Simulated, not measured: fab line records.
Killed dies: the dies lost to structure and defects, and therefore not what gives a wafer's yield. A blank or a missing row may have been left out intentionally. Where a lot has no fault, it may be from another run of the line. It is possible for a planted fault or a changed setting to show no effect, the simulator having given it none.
fab line records | flow berkeley_cmos170
[record] lots = 12 | wafers = 36 | last_day = 13
route steps=331 shown NWELL@16
lots that met no fault: from a run of the same line without faults
start_h: the number of hours between the record's first day and the start of the first shown wafer of the lot | wait_h: hours since the lot's step before | " same as the row above | L1.1+2: one row covering several wafers at once | - no value, or no start given | * or withheld: withheld | < > ~ a bound
route shown NAME@n: a module of which the file shows steps, and the number in the route of the first | usual: mean/standard deviation taken from wafers without a fault | same: alike in all rows | chamber/n: place in a boat | sites: per-site readings | _std_site: standard deviation of those values | _edge_site: mean of outer sites minus mean of inner sites | radius_mm: how far each site lies from the wafer's centre | mask NAME#n: copy n | behind: the most recent tool/chamber to have shaped the wafer | hold: why the lot was held/for how many hours/how that ended | device: the n, p or np transistor that did not switch | end of line: the route-end tests of the same wafers | a step with no rows: only its recipe | killed: dies that structure and defects cost at the first sort, which is not the same as the wafer's yield | map: per-die view of a wafer (x killed, . not killed, _ where there is no die)
set.NAME: the setting as run; set.NAME@STEP: as run at that earlier step | model.NAME: the simulator's own value behind a step, which no gauge read
one table for each step of the route and one row for each wafer, over a sample of lots
[[steps]]
[step UCB170_NWELL_THK_MEAS_02]
[recipe] reads = SiO2_of_NWELL_OXIDATION_01
[usual] NWELL_OXIDE_THK = 26.2/0.45
lot.wafer | tool          | chamber | start_h | wait_h | hold                     | NWELL_OXIDE_THK[nm]
L522.2    | film_metro-02 | -       | 27.59   | 0.0    | -                        | 26.0
L522.5    | "             | -       | "       | "      | -                        | 26.2
L522.6    | "             | -       | "       | "      | -                        | 26.1
L523.3    | film_metro-03 | -       | 27.59   | 0.1    | -                        | 26.3
L523.4    | "             | -       | "       | "      | -                        | 26.7
L523.6    | "             | -       | "       | "      | -                        | 26.4
L524.3    | film_metro-04 | -       | 37.49   | 0.0    | -                        | 26.5
L524.4    | "             | -       | "       | "      | -                        | 26.4
L524.6    | "             | -       | "       | "      | -                        | 26.5
L531.2    | film_metro-03 | -       | 72.79   | 0.0    | await_dispo/0.2h/release | 29.3
L531.3    | "             | -       | "       | "      | await_dispo/0.2h/release | 29.2
L531.6    | "             | -       | "       | "      | await_dispo/0.2h/release | 28.9
L531.2    | film_metro-03 | -       | 73.01   | 0.2    | -                        | 29.3
L531.3    | "             | -       | "       | "      | -                        | 29.2
L531.6    | "             | -       | "       | "      | -                        | 28.9
L537.2    | film_metro-04 | -       | 104.28  | 0.0    | -                        | 26.8
L537.3    | "             | -       | "       | "      | -                        | 26.6
L537.5    | "             | -       | "       | "      | -                        | 27.1
L536.3    | film_metro-03 | -       | 104.29  | 0.0    | await_dispo/0.2h/release | 28.9
L536.4    | "             | -       | "       | "      | await_dispo/0.2h/release | 28.9
L536.6    | "             | -       | "       | "      | await_dispo/0.2h/release | 29.1
L536.3    | film_metro-03 | -       | 104.51  | 0.2    | -                        | 29.0
L536.4    | "             | -       | "       | "      | -                        | 28.9
L536.6    | "             | -       | "       | "      | -                        | 29.1
L538.1    | film_metro-02 | -       | 110.45  | 0.0    | -                        | 26.2
L538.3    | "             | -       | "       | "      | -                        | 26.1
L538.5    | "             | -       | "       | "      | -                        | 25.8
L541.1    | film_metro-04 | -       | 121.03  | 0.0    | -                        | 25.2
L541.5    | "             | -       | "       | "      | -                        | 25.5
L541.6    | "             | -       | "       | "      | -                        | 25.3
L540.4    | film_metro-02 | -       | 121.06  | 0.0    | -                        | 25.5
L540.5    | "             | -       | "       | "      | -                        | 25.4
L540.6    | "             | -       | "       | "      | -                        | 25.8
L542.1    | film_metro-04 | -       | 131.75  | 0.0    | -                        | 26.0
L542.3    | "             | -       | "       | "      | -                        | 26.5
L542.4    | "             | -       | "       | "      | -                        | 26.4
L543.3    | film_metro-02 | -       | 131.77  | 0.0    | -                        | 25.7
L543.4    | "             | -       | "       | "      | -                        | 25.7
L543.6    | "             | -       | "       | "      | -                        | 25.2
L545.1    | film_metro-02 | -       | 139.44  | 0.0    | -                        | 26.9
L545.3    | "             | -       | "       | "      | -                        | 26.8
L545.4    | "             | -       | "       | "      | -                        | 26.9
[[key]]
[first_sign] step = UCB170_NWELL_THK_MEAS_02 | reading = visit | direction = added
[effect] step = UCB170_NWELL_THK_MEAS_02 | reading = NWELL_OXIDE_THK | direction = up | sigmas = 6.5 | usual = 26.2 | struck = 29.0
met_at UCB170_NWELL_THK_MEAS_02
struck_lots L531,L536
sort_left_out L531.2,L531.3,L531.6
tester_left_out L531,L536
onset_between 27.59 72.79
[fault] kind = metrology_matching_offset | tool = film_metro-03 | chamber = - | onset_h = 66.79 | steps = UCB170_NWELL_THK_MEAS_02 | param = thk_nm | offset = 3.1669
// tester_left_out: of these lots the tester's yield and bins aren't shown, on N5 and GAA mostly nor the transistor test; their killed dies are dies lost to structure and defects alone, not to doping, threshold or leakage, so they don't give the yield
// sort_left_out: the simulated sort isn't trusted on such a fault, so these wafers' sort isn't shown, and their yield isn't known
